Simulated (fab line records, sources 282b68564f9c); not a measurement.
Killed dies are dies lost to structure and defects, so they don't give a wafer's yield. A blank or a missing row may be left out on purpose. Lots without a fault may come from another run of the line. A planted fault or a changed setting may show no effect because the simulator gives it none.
fab line records | flow rit_cmos
record lots=7 wafers=21 last_day=7
route steps=202 shown NLDD@110 PLDD@114 SPACER@125 NSD@131 PSD@142 M1@202
lots that met no fault: from a run of the same line without faults
start_h: hours from the record's first day to the start of the lot's first wafer shown | wait_h: hours since the lot's step before | " the same as in the row above | L1.1+2: a row that stands for several wafers | - no value, or no start given | * or withheld: withheld | < > ~ a bound
route shown NAME@n: a module of which the file shows steps, and the number in the route of the first | usual: mean/standard deviation of fault-free wafers | same: alike in all rows | chamber/n: place in a boat | sites: the reading at each site | _std_site: their standard deviation | _edge_site: outer sites' mean less inner sites' | radius_mm: how far each site lies from the wafer's centre | mask NAME#n: copy n | behind: the tool/chamber that last shaped the wafer | hold: why the lot was held/for how many hours/how that ended | device: the transistor (n, p or np) that didn't switch | end of line: the same wafers' tests at the end of the route | a step without rows: its recipe alone | killed: dies lost to structure and defects at the first sort, not the wafer's yield | map: a wafer's dies, x killed, . not, _ none there
set.NAME: the setting as run; set.NAME@STEP: as run at that earlier step | model.NAME: the simulator's own value behind a step, which no gauge read
lots at some steps of the route; a table a step, a row a wafer
services: from which hour (start_h, from the record's first day; less than 0 if before it) a tool's chamber was out of use, for how many hours, and why
## steps
# step RIT_NLDD_HARDBAKE_07
# recipe resist=NOVOLAK temp_c=140 time_s=60
# step RIT_NLDD_IMPLANT_08
# recipe species=P energy_kev=20 dose_cm2=5e+14 tilt_deg=7
# step RIT_NLDD_STRIP_09
# recipe chemistry=O2 time_s=180 resist=NOVOLAK platen_temp_c=withheld power_w=500 pressure_mtorr=4000 o2_flow_sccm=4000
# usual drypump_motor_current_A=6.10/0.27
# columns lot.wafer tool chamber start_h wait_h drypump_motor_current_A rf_hours_counter_h
L895.2 plasma_asher-03 1 98.42 0.1 6.13 45
L895.4 " 0 " " 5.91 -
L895.5 " 0 " " 5.87 -
L897.2 plasma_asher-01 0 103.84 0.1 5.67 44
L897.5 " 0 " " 5.63 -
L897.6 " 1 " " 6.36 -
L903.1 plasma_asher-01 1 134.83 0.1 6.38 49
L903.4 " 1 " " 6.36 -
L903.5 " 0 " " 5.67 -
L905.1 plasma_asher-02 0 144.81 0.1 6.27 5
L905.5 " 1 " " 6.33 -
L905.6 " 0 " " 6.32 -
L906.2 plasma_asher-01 0 147.48 0.1 5.68 51
L906.3 " 0 " " 5.67 -
L906.4 " 1 " " 6.36 -
L907.2 plasma_asher-01 0 152.20 0.1 5.69 51
L907.5 " 0 " " 5.65 -
L907.6 " 1 " " 6.35 -
L909.1 plasma_asher-03 1 163.04 0.1 6.14 52
L909.2 " 0 " " 5.90 52
L909.4 " 1 " " 6.11 -
# step RIT_NLDD_TW_MEAS_10
# usual NLDD_TW=2500/17
# columns lot.wafer tool chamber start_h wait_h NLDD_TW
L895.2 film_metro-03 - 98.61 0.1 2481
L895.4 " - " " 2470
L895.5 " - " " 2485
L897.2 film_metro-03 - 104.03 0.1 2481
L897.5 " - " " 2483
L897.6 " - " " 2478
L903.1 film_metro-02 - 135.03 0.1 2498
L903.4 " - " " 2513
L903.5 " - " " 2520
L905.1 film_metro-02 - 144.98 0.1 2504
L905.5 " - " " 2495
L905.6 " - " " 2505
L906.2 film_metro-03 - 147.67 0.1 2497
L906.3 " - " " 2500
L906.4 " - " " 2499
L907.2 film_metro-02 - 152.38 0.1 2500
L907.5 " - " " 2516
L907.6 " - " " 2508
L909.1 film_metro-02 - 163.21 0.1 2499
L909.2 " - " " 2515
L909.4 " - " " 2517
# step RIT_PLDD_HMDS_00
# recipe prime_time_s=60 prime_temp_c=140
# step RIT_PLDD_COAT_01
# recipe resist=NOVOLAK spin_rpm=3250 resist_thk_nm=1000
# step RIT_PLDD_SOFTBAKE_02
# recipe resist=NOVOLAK temp_c=90 time_s=60
# step RIT_PLDD_EXPOSE_03
# recipe mask_id=M8 na=0.57 target_cd_nm=40900 dose_mj=250
# step RIT_PLDD_PEB_04
# recipe resist=NOVOLAK temp_c=withheld time_s=withheld
# step RIT_PLDD_DEVELOP_05
# recipe resist=NOVOLAK develop_time_s=50 dev_temp_c=23
# step RIT_PLDD_OVL_MEAS_06
# usual PLDD_OVL=-0.3/1.2
# columns lot.wafer tool chamber start_h wait_h PLDD_OVL[nm]
L895.2 overlay-01 - 99.64 - 0.1
L895.4 " - " " -0.7
L895.5 " - " " -0.9
L897.2 overlay-02 - 104.93 - -1.4
L897.5 " - " " 0.4
L897.6 " - " " 1.4
L903.1 overlay-01 - 135.94 - -1.5
L903.4 " - " " 0.9
L903.5 " - " " 0.8
L905.1 overlay-02 - 145.89 - -0.1
L905.5 " - " " 0.1
L905.6 " - " " -0.1
L906.2 overlay-02 - 148.70 - 0.4
L906.3 " - " " -1.2
L906.4 " - " " -0.7
L907.2 overlay-01 - 153.41 - 1.0
L907.5 " - " " 0.1
L907.6 " - " " -0.3
L909.1 overlay-02 - 164.12 - 2.4
L909.2 " - " " 1.1
L909.4 " - " " 0.7
# step RIT_PLDD_HARDBAKE_07
# recipe resist=NOVOLAK temp_c=140 time_s=60
# step RIT_PLDD_IMPLANT_08
# recipe species=BF2 energy_kev=20 dose_cm2=8.897e+14 tilt_deg=7
# usual beam_energy_keV=20.000/0.0062 dose_ions_cm2=8.897e+14/1.1e+12 end_station_pressure_torr=7.2e-06/3.5e-07
# columns lot.wafer tool chamber start_h wait_h beam_energy_keV dose_ions_cm2 end_station_pressure_torr model.implant.rp_nm model.implant.drp_nm
L895.2 implanter-03 0 99.84 0.1 20.009 8.903e+14 7e-06 17.51 9.752
L895.4 " 0 " " 20.004 8.898e+14 7.2e-06 17.51 9.752
L895.5 " 0 " " 20.010 8.914e+14 6.6e-06 17.51 9.752
L897.2 implanter-02 0 105.14 0.1 19.996 8.904e+14 7.1e-06 17.48 9.752
L897.5 " 0 " " 19.995 8.9e+14 7.8e-06 17.48 9.752
L897.6 " 0 " " 19.993 8.9e+14 7.7e-06 17.48 9.752
L903.1 implanter-03 0 136.12 0.1 18.391 8.894e+14 6.9e-06 16.59 9.195
L903.4 " 0 " " 18.398 8.89e+14 7.5e-06 16.59 9.195
L903.5 " 0 " " 18.395 8.883e+14 6.5e-06 16.59 9.195
L905.1 implanter-03 0 146.08 0.1 18.399 8.917e+14 7e-06 16.85 9.195
L905.5 " 0 " " 18.395 8.912e+14 7.3e-06 16.85 9.195
L905.6 " 0 " " 18.395 8.9e+14 6.6e-06 16.85 9.195
L906.2 implanter-02 0 148.90 0.1 19.992 8.892e+14 7.3e-06 17.53 9.752
L906.3 " 0 " " 19.999 8.892e+14 7.6e-06 17.53 9.752
L906.4 " 0 " " 20.000 8.896e+14 7.5e-06 17.53 9.752
L907.2 implanter-03 0 153.62 0.1 18.402 8.912e+14 7.3e-06 15.94 9.195
L907.5 " 0 " " 18.399 8.914e+14 7.3e-06 15.94 9.195
L907.6 " 0 " " 18.398 8.9e+14 7.2e-06 15.94 9.195
L909.1 implanter-01 0 164.31 0.1 19.993 8.882e+14 7.5e-06 17.35 9.752
L909.2 " 0 " " 19.995 8.892e+14 7.9e-06 17.35 9.752
L909.4 " 0 " " 19.998 8.879e+14 6.6e-06 17.35 9.752
# step RIT_PLDD_STRIP_09
# recipe chemistry=O2 time_s=180 resist=NOVOLAK platen_temp_c=withheld power_w=500 pressure_mtorr=4000 o2_flow_sccm=4000
# usual drypump_motor_current_A=6.0/0.37
# columns lot.wafer tool chamber start_h wait_h drypump_motor_current_A rf_hours_counter_h
L895.2 plasma_asher-01 0 99.97 0.1 5.6 44
L895.4 " 1 " " 6.3 -
L895.5 " 0 " " 5.6 -
L897.2 plasma_asher-02 0 105.26 0.1 6.4 48
L897.5 " 1 " " 6.3 -
L897.6 " 0 " " 6.4 -
L903.1 plasma_asher-01 1 136.27 0.1 6.4 49
L903.4 " 1 " " 6.4 -
L903.5 " 0 " " 5.6 -
L905.1 plasma_asher-02 0 146.23 0.1 6.3 5
L905.5 " 1 " " 6.3 -
L905.6 " 0 " " 6.3 -
L906.2 plasma_asher-02 0 149.03 0.1 6.2 5
L906.3 " 1 " " 6.3 -
L906.4 " 0 " " 6.3 -
L907.2 plasma_asher-01 0 153.74 0.1 5.7 52
L907.5 " 1 " " 6.4 -
L907.6 " 0 " " 5.7 -
L909.1 plasma_asher-01 1 164.46 0.1 6.4 54
L909.2 " 0 " " 5.6 54
L909.4 " 0 " " 5.6 -
# step RIT_PLDD_TW_MEAS_10
# usual PLDD_TW=2348/14
# columns lot.wafer tool chamber start_h wait_h PLDD_TW
L895.2 film_metro-03 - 100.15 0.1 2337
L895.4 " - " " 2322
L895.5 " - " " 2336
L897.2 film_metro-01 - 105.45 0.1 2326
L897.5 " - " " 2342
L897.6 " - " " 2353
L903.1 film_metro-03 - 136.45 0.1 2299
L903.4 " - " " 2304
L903.5 " - " " 2291
L905.1 film_metro-01 - 146.40 0.1 2300
L905.5 " - " " 2293
L905.6 " - " " 2280
L906.2 film_metro-02 - 149.21 0.1 2353
L906.3 " - " " 2355
L906.4 " - " " 2354
L907.2 film_metro-03 - 153.93 0.1 2294
L907.5 " - " " 2277
L907.6 " - " " 2290
L909.1 film_metro-01 - 164.63 0.1 2342
L909.2 " - " " 2337
L909.4 " - " " 2351
# step RIT_SPACER_CLEAN_00
# recipe chemistry=SC1 mix=3:3:50 time_s=600 temp_c=75
# step RIT_SPACER_CLEAN_01
# recipe chemistry=dHF dilution=50:1 time_s=30
# step RIT_SPACER_CLEAN_02
# recipe chemistry=SC2 mix=3:3:50 time_s=600 temp_c=75 dry=n2_spin
# step RIT_SPACER_CVD_03
# recipe material=Si3N4 target_thk_nm=250 temp_c=810 precursor=SiH2Cl2/NH3 time_s=3300 pressure_mtorr=300 sih2cl2_flow_sccm=60 nh3_flow_sccm=150
# step RIT_SPACER_THK_MEAS_04
# recipe reads=Si3N4_of_SPACER_CVD_03
# usual SPACER_NITRIDE_THK=250.5/2.1
# columns lot.wafer tool chamber start_h wait_h SPACER_NITRIDE_THK[nm]
L895.2 film_metro-04 - 104.00 0.0 254.1
L895.4 " - " " 252.4
L895.5 " - " " 249.9
L897.2 film_metro-04 - 107.79 0.0 249.1
L897.5 " - " " 250.1
L897.6 " - " " 251.1
L903.1 film_metro-02 - 138.82 0.0 250.4
L903.4 " - " " 248.9
L903.5 " - " " 250.1
L905.1 film_metro-01 - 149.10 0.0 251.4
L905.5 " - " " 252.2
L905.6 " - " " 252.5
L906.2 film_metro-02 - 152.69 0.0 248.4
L906.3 " - " " 249.4
L906.4 " - " " 248.2
L907.2 film_metro-01 - 156.27 0.0 251.6
L907.5 " - " " 252.6
L907.6 " - " " 252.0
L909.1 film_metro-04 - 167.18 0.0 250.9
L909.2 " - " " 249.7
L909.4 " - " " 251.8
# step RIT_SPACER_ETCHBACK_05
# recipe target_depth_a=2500 SF6_flow_sccm=30 CHF3_flow_sccm=30 target=Si3N4 chemistry=SF6/CHF3 pressure_mtorr=40 rf_w=250 time_s=229.8 stop_on=SiO2
# usual CHF3_flow_sccm=29.99/0.095 SF6_flow_sccm=29.99/0.087 drypump_motor_current_A=5.8/0.46 oes_product_au=0.870/0.017 throttle_valve_pct=10.32/0.18
# columns lot.wafer tool chamber start_h wait_h CHF3_flow_sccm SF6_flow_sccm drypump_motor_current_A oes_product_au rf_hours_counter_h throttle_valve_pct
L895.2 rie_diel-01 0 104.05 0.0 30.02 29.82 6.5 0.891 54 10.05
L895.4 " 1 " " 30.09 29.88 6.2 0.856 9 10.57
L895.5 " 2 " " 30.17 30.06 5.7 0.858 - 10.53
L897.2 rie_diel-03 1 107.84 0.0 29.98 30.15 5.3 0.863 7 10.36
L897.5 " 3 " " 29.92 29.92 5.8 0.865 - 10.25
L897.6 " 0 " " 30.01 29.88 5.5 0.864 - 10.51
L903.1 rie_diel-02 2 138.88 0.1 29.76 29.97 5.7 0.891 73 10.30
L903.4 " 1 " " 29.91 30.01 5.7 0.856 7 10.12
L903.5 " 3 " " 30.05 30.18 6.1 0.903 - 10.35
L905.1 rie_diel-01 2 149.16 0.1 30.08 30.02 5.7 0.857 8 10.50
L905.5 " 0 " " 29.85 29.99 6.5 0.884 - 10.04
L905.6 " 1 " " 29.87 29.86 6.2 0.853 - 10.59
L906.2 rie_diel-03 3 152.74 0.0 30.14 29.98 5.8 0.865 138 10.26
L906.3 " 0 " " 30.06 30.15 5.5 0.852 6 10.51
L906.4 " 3 " " 30.09 29.97 5.8 0.862 - 10.24
L907.2 rie_diel-03 0 156.32 0.0 29.92 29.84 5.5 0.858 6 10.51
L907.5 " 0 " " 29.94 29.84 5.5 0.868 - 10.50
L907.6 " 1 " " 29.95 30.01 5.3 0.871 - 10.36
L909.1 rie_diel-01 2 167.24 0.1 29.98 30.15 5.7 0.864 8 10.52
L909.2 " 1 " " 30.14 30.05 6.2 0.847 10 10.58
L909.4 " 0 " " 30.04 29.95 6.4 0.887 56 10.02
# step RIT_NSD_HMDS_00
# recipe prime_time_s=60 prime_temp_c=140
# step RIT_NSD_COAT_01
# recipe resist=NOVOLAK spin_rpm=3250 resist_thk_nm=1000
# step RIT_NSD_SOFTBAKE_02
# recipe resist=NOVOLAK temp_c=90 time_s=60
# step RIT_NSD_EXPOSE_03
# recipe mask_id=M9 na=0.57 target_cd_nm=40700 dose_mj=250
# step RIT_NSD_PEB_04
# recipe resist=NOVOLAK temp_c=withheld time_s=withheld
# step RIT_NSD_DEVELOP_05
# recipe resist=NOVOLAK develop_time_s=50 dev_temp_c=23
# step RIT_NSD_OVL_MEAS_06
# usual NSD_OVL=0.7/1.4
# columns lot.wafer tool chamber start_h wait_h NSD_OVL[nm]
L895.2 overlay-02 - 105.05 - 1.1
L895.4 " - " " 1.0
L895.5 " - " " -1.4
L897.2 overlay-02 - 108.98 - 1.9
L897.5 " - " " 1.4
L897.6 " - " " 2.2
L903.1 overlay-01 - 139.88 - 0.4
L903.4 " - " " 1.3
L903.5 " - " " -1.5
L905.1 overlay-01 - 150.16 - 1.0
L905.5 " - " " 1.8
L905.6 " - " " 1.7
L906.2 overlay-02 - 153.88 - -0.7
L906.3 " - " " -2.2
L906.4 " - " " -3.7
L907.2 overlay-01 - 157.47 - 0.5
L907.5 " - " " -0.6
L907.6 " - " " 0.4
L909.1 overlay-02 - 168.24 - 1.0
L909.2 " - " " 1.3
L909.4 " - " " 1.4
# step RIT_NSD_HARDBAKE_07
# recipe resist=NOVOLAK temp_c=140 time_s=60
# step RIT_NSD_IMPLANT_08
# recipe species=P energy_kev=25 dose_cm2=1e+15 tilt_deg=7
# step RIT_NSD_STRIP_09
# recipe chemistry=O2 time_s=180 resist=NOVOLAK platen_temp_c=withheld power_w=500 pressure_mtorr=4000 o2_flow_sccm=4000
# usual drypump_motor_current_A=5.9/0.3
# columns lot.wafer tool chamber start_h wait_h drypump_motor_current_A rf_hours_counter_h
L895.2 plasma_asher-03 1 105.38 0.1 6.1 45
L895.4 " 1 " " 6.1 -
L895.5 " 1 " " 6.1 -
L897.2 plasma_asher-04 1 109.31 0.1 5.4 32
L897.5 " 0 " " 5.8 -
L897.6 " 1 " " 5.4 -
L903.1 plasma_asher-01 1 140.22 0.1 6.4 50
L903.4 " 1 " " 6.4 -
L903.5 " 0 " " 5.6 -
L905.1 plasma_asher-01 1 150.49 0.1 6.4 51
L905.5 " 0 " " 5.6 -
L905.6 " 1 " " 6.3 -
L906.2 plasma_asher-01 0 154.43 0.1 5.6 52
L906.3 " 1 " " 6.4 -
L906.4 " 0 " " 5.7 -
L907.2 plasma_asher-01 1 157.80 0.1 6.4 52
L907.5 " 1 " " 6.4 -
L907.6 " 0 " " 5.7 -
L909.1 plasma_asher-01 0 168.58 0.1 5.6 54
L909.2 " 1 " " 6.3 54
L909.4 " 1 " " 6.3 -
# step RIT_NSD_TW_MEAS_10
# usual NSD_TW=3132/18
# columns lot.wafer tool chamber start_h wait_h NSD_TW
L895.2 film_metro-03 - 105.57 0.1 3116
L895.4 " - " " 3092
L895.5 " - " " 3103
L897.2 film_metro-02 - 109.49 0.1 3137
L897.5 " - " " 3168
L897.6 " - " " 3164
L903.1 film_metro-01 - 140.40 0.1 3140
L903.4 " - " " 3126
L903.5 " - " " 3131
L905.1 film_metro-02 - 150.67 0.1 3128
L905.5 " - " " 3153
L905.6 " - " " 3134
L906.2 film_metro-02 - 154.61 0.1 3159
L906.3 " - " " 3158
L906.4 " - " " 3155
L907.2 film_metro-03 - 157.98 0.1 3133
L907.5 " - " " 3129
L907.6 " - " " 3150
L909.1 film_metro-01 - 168.75 0.1 3133
L909.2 " - " " 3141
L909.4 " - " " 3136
# step RIT_PSD_HMDS_00
# recipe prime_time_s=60 prime_temp_c=140
# step RIT_PSD_COAT_01
# recipe resist=NOVOLAK spin_rpm=3250 resist_thk_nm=1000
# step RIT_PSD_SOFTBAKE_02
# recipe resist=NOVOLAK temp_c=90 time_s=60
# step RIT_PSD_EXPOSE_03
# recipe mask_id=M10 na=0.57 target_cd_nm=40900 dose_mj=250
# step RIT_PSD_PEB_04
# recipe resist=NOVOLAK temp_c=withheld time_s=withheld
# step RIT_PSD_DEVELOP_05
# recipe resist=NOVOLAK develop_time_s=50 dev_temp_c=21.9
# step RIT_PSD_OVL_MEAS_06
# usual PSD_OVL=-0.7/1.3
# columns lot.wafer tool chamber start_h wait_h PSD_OVL[nm]
L895.2 overlay-01 - 106.60 - -2.3
L895.4 " - " " -1.3
L895.5 " - " " -2.5
L897.2 overlay-01 - 110.40 - 0.3
L897.5 " - " " -0.4
L897.6 " - " " -0.4
L903.1 overlay-02 - 141.31 - 0.3
L903.4 " - " " 2.1
L903.5 " - " " 1.1
L905.1 overlay-02 - 151.58 - -1.0
L905.5 " - " " -1.8
L905.6 " - " " -1.0
L906.2 overlay-02 - 155.64 - -3.2
L906.3 " - " " -3.6
L906.4 " - " " -2.6
L907.2 overlay-02 - 159.05 - -2.0
L907.5 " - " " -1.3
L907.6 " - " " -1.6
L909.1 overlay-02 - 169.79 - -1.3
L909.2 " - " " -1.4
L909.4 " - " " 0.2
# step RIT_PSD_HARDBAKE_07
# recipe resist=NOVOLAK temp_c=140 time_s=60
# step RIT_PSD_IMPLANT_08
# recipe species=BF2 energy_kev=27 dose_cm2=5e+15 tilt_deg=7
# step RIT_PSD_STRIP_09
# recipe chemistry=O2 time_s=180 resist=NOVOLAK platen_temp_c=withheld power_w=500 pressure_mtorr=4000 o2_flow_sccm=4000
# usual drypump_motor_current_A=6.06/0.28
# columns lot.wafer tool chamber start_h wait_h drypump_motor_current_A rf_hours_counter_h
L895.2 plasma_asher-02 0 106.93 0.1 6.31 48
L895.4 " 1 " " 6.33 -
L895.5 " 0 " " 6.33 -
L897.2 plasma_asher-04 1 110.94 0.2 5.38 33
L897.5 " 0 " " 5.77 -
L897.6 " 1 " " 5.38 -
L903.1 plasma_asher-02 0 141.64 0.1 6.32 4
L903.4 " 1 " " 6.30 -
L903.5 " 1 " " 6.35 -
L905.1 plasma_asher-03 1 151.95 0.1 6.13 51
L905.5 " 0 " " 5.88 -
L905.6 " 1 " " 6.14 -
L906.2 plasma_asher-02 0 155.97 0.1 6.30 6
L906.3 " 1 " " 6.31 -
L906.4 " 0 " " 6.28 -
L907.2 plasma_asher-02 1 159.38 0.1 6.33 7
L907.5 " 1 " " 6.31 -
L907.6 " 0 " " 6.28 -
L909.1 plasma_asher-02 1 170.13 0.1 6.30 8
L909.2 " 0 " " 6.26 8
L909.4 " 0 " " 6.31 -
# step RIT_SDANNEAL_RS_MEAS_06
# recipe thk_meas_gauge=four-point-probe
# usual PLDD_RS=179.5/0.7
# columns lot.wafer tool chamber start_h wait_h PLDD_RS[ohm/sq]
L895.2 film_metro-02 - 107.88 0.1 179.9
L895.4 " - " " 179.5
L895.5 " - " " 179.7
L897.2 film_metro-02 - 111.88 0.1 179.1
L897.5 " - " " 179.0
L897.6 " - " " 179.8
L903.1 film_metro-02 - 142.56 0.1 185.5
L903.4 " - " " 184.2
L903.5 " - " " 184.7
L905.1 film_metro-01 - 152.85 0.1 185.6
L905.5 " - " " 186.0
L905.6 " - " " 186.5
L906.2 film_metro-01 - 156.90 0.1 181.3
L906.3 " - " " 181.1
L906.4 " - " " 180.8
L907.2 film_metro-01 - 160.30 0.1 185.1
L907.5 " - " " 185.5
L907.6 " - " " 185.8
L909.1 film_metro-02 - 171.03 0.1 178.9
L909.2 " - " " 178.6
L909.4 " - " " 178.8
# step RIT_M1_PROBE_99
# usual killed_at_contacts=0.1/0.25 killed_at_front_end=6.8/2.9 killed_dies=6.9/2.9 killed_open=3.3/1.9 killed_short=3.6/1.9
# same gross_dies=264 killed_at_M0_to_M3=0 killed_at_M4_up=0 killed_at_back_side=0 killed_at_other=0
# columns lot.wafer tool chamber start_h wait_h killed_at_contacts killed_at_front_end killed_dies killed_open killed_short model.etest.pldd.rs_ohm_sq model.etest.pldd.line_ohm_um
L895.2 prober-01 - 115.43 0.1 0 2 2 1 1 541.7 171.6
L895.4 prober-01 - 115.53 0.2 0 6 6 4 2 574 180.3
L895.5 prober-01 - 115.58 0.2 0 3 3 1 2 554.8 175.4
L897.2 prober-01 - 119.39 0.1 0 3 3 1 2 542.8 173.2
L897.5 prober-01 - 119.54 0.2 0 4 4 1 3 527.2 167.7
L897.6 prober-01 - 119.59 0.2 0 4 4 2 2 516.4 165.5
L903.1 prober-02 - 150.04 0.1 0 4 4 1 3 618.5 195.3
L903.4 prober-02 - 150.19 0.2 0 6 6 1 5 603.6 189
L903.5 prober-02 - 150.24 0.2 0 5 5 0 5 613.9 191.1
L905.1 prober-02 - 160.22 0.1 1 8 9 5 4 579.7 181.3
L905.5 prober-02 - 160.42 0.2 0 9 9 4 5 581.1 181.2
L905.6 prober-02 - 160.47 0.2 0 6 6 3 3 587.2 185.7
L906.2 prober-01 - 164.30 0.1 0 7 7 4 3 492.7 158.5
L906.3 prober-01 - 164.35 0.2 0 5 5 4 1 501.4 159.4
L906.4 prober-01 - 164.40 0.2 0 4 4 1 3 494 154.5
L907.2 prober-02 - 167.94 0.1 1 6 7 3 4 667.3 211.2
L907.5 prober-02 - 168.09 0.2 0 5 5 2 3 696.6 218.4
L907.6 prober-02 - 168.14 0.2 0 8 8 4 4 647.8 207.3
L909.1 prober-02 - 178.28 0.1 0 6 6 3 3 514.4 161.4
L909.2 prober-02 - 178.33 0.1 0 5 5 4 1 495.4 154.9
L909.4 prober-02 - 178.43 0.2 0 11 11 6 5 521.2 162.9
# killed by level:class
L895.2 FOX2:geometric_particle:open=1 SPACER:geometric_particle:short=1
L895.4 GATE:geometric_particle:open=3 FOX1:geometric_particle:short=1 GATE:geometric_particle:short=1 SILICIDE:geometric_particle:open=1
L895.5 SPACER:geometric_particle:short=1 SILICIDE:geometric_particle:open=1 SILICIDE:geometric_particle:short=1
L897.2 FOX2:geometric_particle:short=1 GATE:geometric_particle:short=1 SPACER:geometric_particle:open=1
L897.5 GATE:geometric_particle:short=2 FOX1:geometric_particle:open=1 REOX:geometric_particle:short=1
L897.6 GATE:geometric_particle:open=1 GATE:geometric_particle:short=1 SPACER:geometric_particle:short=1 SILICIDE:geometric_particle:open=1
L903.1 GATE:geometric_particle:short=2 GATE:geometric_particle:open=1 SPACER:geometric_particle:short=1
L903.4 GATE:geometric_particle:short=2 FOX1:geometric_particle:open=1 FOX2:geometric_particle:short=1 SPACER:geometric_particle:short=1 SILICIDE:geometric_particle:short=1
L903.5 GATE:geometric_particle:short=3 FOX2:geometric_particle:short=1 SILICIDE:geometric_particle:short=1
L905.1 FOX1:geometric_particle:open=4 GATE:geometric_particle:open=1 GATE:geometric_particle:short=1 SPACER:geometric_particle:short=1 SILICIDE:geometric_particle:short=1 CONTACT:geometric_particle:short=1
L905.5 GATE:geometric_particle:short=4 FOX1:geometric_particle:open=3 GATE:geometric_particle:open=1 SPACER:geometric_particle:short=1
L905.6 ACTIVE:geometric_particle:short=1 FOX1:geometric_particle:open=1 GATE:geometric_particle:short=1 GATE:geometric_particle:open=1 SPACER:geometric_particle:open=1 SILICIDE:geometric_particle:short=1
L906.2 REOX:geometric_particle:open=2 FOX2:geometric_particle:short=1 GATE:geometric_particle:short=1 GATE:geometric_particle:open=1 REOX:geometric_particle:short=1 SPACER:geometric_particle:open=1
L906.3 REOX:geometric_particle:open=2 SPACER:geometric_particle:open=2 FOX2:geometric_particle:short=1
L906.4 REOX:geometric_particle:short=2 GATE:geometric_particle:short=1 SPACER:geometric_particle:open=1
L907.2 GATE:geometric_particle:short=3 FOX1:geometric_particle:open=1 REOX:geometric_particle:open=1 SPACER:geometric_particle:short=1 CONTACT:geometric_particle:open=1
L907.5 GATE:geometric_particle:short=2 GATE:geometric_particle:open=2 SILICIDE:geometric_particle:short=1
L907.6 FOX1:geometric_particle:open=2 REOX:geometric_particle:short=2 FOX1:geometric_particle:short=1 GATE:geometric_particle:open=1 REOX:geometric_particle:open=1 SPACER:geometric_particle:short=1
L909.1 GATE:geometric_particle:short=2 GATE:geometric_particle:open=2 FOX1:geometric_particle:short=1 FOX1:geometric_particle:open=1
L909.2 FOX1:geometric_particle:open=1 REOX:geometric_particle:open=1 SPACER:geometric_particle:open=1 SILICIDE:geometric_particle:short=1 SILICIDE:geometric_particle:open=1
L909.4 REOX:geometric_particle:short=3 REOX:geometric_particle:open=2 FOX1:geometric_particle:open=1 FOX2:geometric_particle:open=1 GATE:geometric_particle:open=1 SPACER:geometric_particle:short=1 SILICIDE:geometric_particle:short=1 SILICIDE:geometric_particle:open=1
## services
# columns tool chamber start_h hours kind
implanter-02 - 77.75 1.7 repair
plasma_asher-02 - 108.75 9.0 pm
plasma_asher-02 0 108.75 9.0 vent_cycle
plasma_asher-02 1 108.75 9.0 vent_cycle
rie_diel-03 2 109.57 15.8 repair
rie_diel-01 3 113.13 12.9 repair
plasma_asher-02 0 117.75 - clean
plasma_asher-02 1 117.75 - clean
implanter-01 - 118.44 0.8 repair
plasma_asher-03 - 128.34 14.6 pm
implanter-01 - 140.09 1.4 repair
rie_diel-03 2 145.12 - clean
rie_diel-03 2 145.12 21.0 scheduled_down
rie_diel-03 2 145.12 21.0 vent_cycle
plasma_asher-04 - 154.19 2.9 repair
implanter-03 - 154.52 8.1 repair
rie_diel-02 - 154.74 1.4 repair
implanter-01 - 169.98 2.9 pm
## key
first_sign step=RIT_PLDD_IMPLANT_08 reading=beam_energy_keV direction=down sigmas=99+ usual=20.000 struck=18.397
effect step=RIT_PLDD_TW_MEAS_10 reading=PLDD_TW direction=down sigmas=4 usual=2348 struck=2292
effect step=RIT_SDANNEAL_RS_MEAS_06 reading=PLDD_RS direction=up sigmas=8.5 usual=179.5 struck=185.4
model_effect step=RIT_PLDD_IMPLANT_08 value=implant.rp_nm without=17.57 struck=16.46
model_effect step=RIT_M1_PROBE_99 value=etest.pldd.rs_ohm_sq without=518.5 struck=621.7
met_at RIT_PLDD_IMPLANT_08
struck_wafers L903.1,L903.4,L903.5,L905.1,L905.5,L905.6,L907.2,L907.5,L907.6
tester_left_out L903,L905,L907
onset_between 99.84 136.12
fault kind=process_parameter_drift tool=implanter-03 chamber=- onset_h=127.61 steps=RIT_PLDD_IMPLANT_08 channel=energy_kev offset=-1.6048 shape=step end_h=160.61 acts_in=these_recipes_only stated=20
# tester_left_out: of these lots the tester's yield and bins aren't shown, on N5 and GAA mostly nor the transistor test; their killed dies are dies lost to structure and defects alone, not to doping, threshold or leakage, so they don't give the yield
